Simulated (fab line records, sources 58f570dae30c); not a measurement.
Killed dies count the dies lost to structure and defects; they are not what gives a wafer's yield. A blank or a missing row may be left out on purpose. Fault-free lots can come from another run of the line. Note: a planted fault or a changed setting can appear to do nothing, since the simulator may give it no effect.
Which tool is to blame? || flow berkeleyCmos170 || Sampling: 7 lots, 21 wafers, 3 of 331 route steps

## WHAT THE GAUGES READ, wafer by wafer
UCB170_SDANNEAL_RS_MEAS_03: measures by four-point-probe.
{"lot": "L312", "measured": "day 8 05:57", "on": "filmMetro-04", "NSD_RS (ohm/sq)": "37.16 37.16 37.19"}
{"lot": "L314", "measured": "day 8 21:31", "on": "filmMetro-04", "NSD_RS (ohm/sq)": "37.18 37.26 37.14"}
{"lot": "L321", "measured": "day 10 08:34", "on": "filmMetro-02", "NSD_RS (ohm/sq)": "31.82 31.83 31.77"}
{"lot": "L322", "measured": "day 10 17:40", "on": "filmMetro-02", "NSD_RS (ohm/sq)": "31.82 31.80 31.71"}
{"lot": "L327", "measured": "day 11 15:47", "on": "filmMetro-04", "NSD_RS (ohm/sq)": "37.19 37.30 37.26"}
{"lot": "L332", "measured": "day 11 23:11", "on": "filmMetro-04", "NSD_RS (ohm/sq)": "37.25 37.35 37.27"}
{"lot": "L333", "measured": "day 12 22:50", "on": "filmMetro-02", "NSD_RS (ohm/sq)": "37.21 37.21 37.25"}

## TOOL THAT RAN EACH LOT (tool first, then ch and the chambers of the sampled wafers, then the start)
{"lot": "L312", "UCB170_NSD_IMPLANT_08": "implanter-03 ch 0, day 8 04:19", "UCB170_NSD_STRIP_09": "plasmaAsher-04 ch 0,1, day 8 04:28"}
{"lot": "L314", "UCB170_NSD_IMPLANT_08": "implanter-02 ch 0, day 8 19:52", "UCB170_NSD_STRIP_09": "plasmaAsher-04 ch 0,1, day 8 20:01"}
{"lot": "L321", "UCB170_NSD_IMPLANT_08": "implanter-02 ch 0, day 10 07:06", "UCB170_NSD_STRIP_09": "plasmaAsher-03 ch 0,1, day 10 07:15"}
{"lot": "L322", "UCB170_NSD_IMPLANT_08": "implanter-02 ch 0, day 10 13:07", "UCB170_NSD_STRIP_09": "plasmaAsher-04 ch 0,1, day 10 13:16"}
{"lot": "L327", "UCB170_NSD_IMPLANT_08": "implanter-01 ch 0, day 11 14:08", "UCB170_NSD_STRIP_09": "plasmaAsher-03 ch 0,1, day 11 14:16"}
{"lot": "L332", "UCB170_NSD_IMPLANT_08": "implanter-01 ch 0, day 11 21:42", "UCB170_NSD_STRIP_09": "plasmaAsher-04 ch 0,1, day 11 21:50"}
{"lot": "L333", "UCB170_NSD_IMPLANT_08": "implanter-01 ch 0, day 12 21:21", "UCB170_NSD_STRIP_09": "plasmaAsher-03 ch 0,1, day 12 21:30"}
- UCB170_NSD_IMPLANT_08
- UCB170_NSD_STRIP_09: strips in O2.

## THE ANSWER, worked out from the rows above alone
Rule: usual is defined by the lots themselves. Put in order of their means at a reading, lots are off if they are a third of the lots or fewer, leave a main group of 4 or more, and stand apart from it by a gap of 3 or more times the standard deviation of the main group's means; of several such gaps the widest counts. If all means in a main group match to the digits the tables above print for the reading, that group is not used. A lot without any number at a reading at which 4 lots or more have one is off too. The other lots that the step has rows for count as sound.
Off: L321, L322, seen at UCB170_SDANNEAL_RS_MEAS_03 (NSD_RS). For the main group the mean is 37.23 ohm/sq and the standard deviation 0.042.
If a tool, at a process step before that reading, ran all the lots that are off and no sound lot after the first of them, it fits. Those tools and the gauges at UCB170_SDANNEAL_RS_MEAS_03 are tried in the same way. One fits: UCB170_NSD_IMPLANT_08 on implanter-02. Its last sound lot is L314 (day 8 19:52), its first lot that is off L321 (day 10 07:06): a fault that began between those two fits.

## WHAT THE SIMULATOR PUT IN
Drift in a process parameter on implanter-02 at UCB170_NSD_IMPLANT_08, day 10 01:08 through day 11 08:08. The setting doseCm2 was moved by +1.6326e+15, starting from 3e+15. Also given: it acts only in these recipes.
Shown lots that were struck: L321, L322. The rule above reached the same finding.
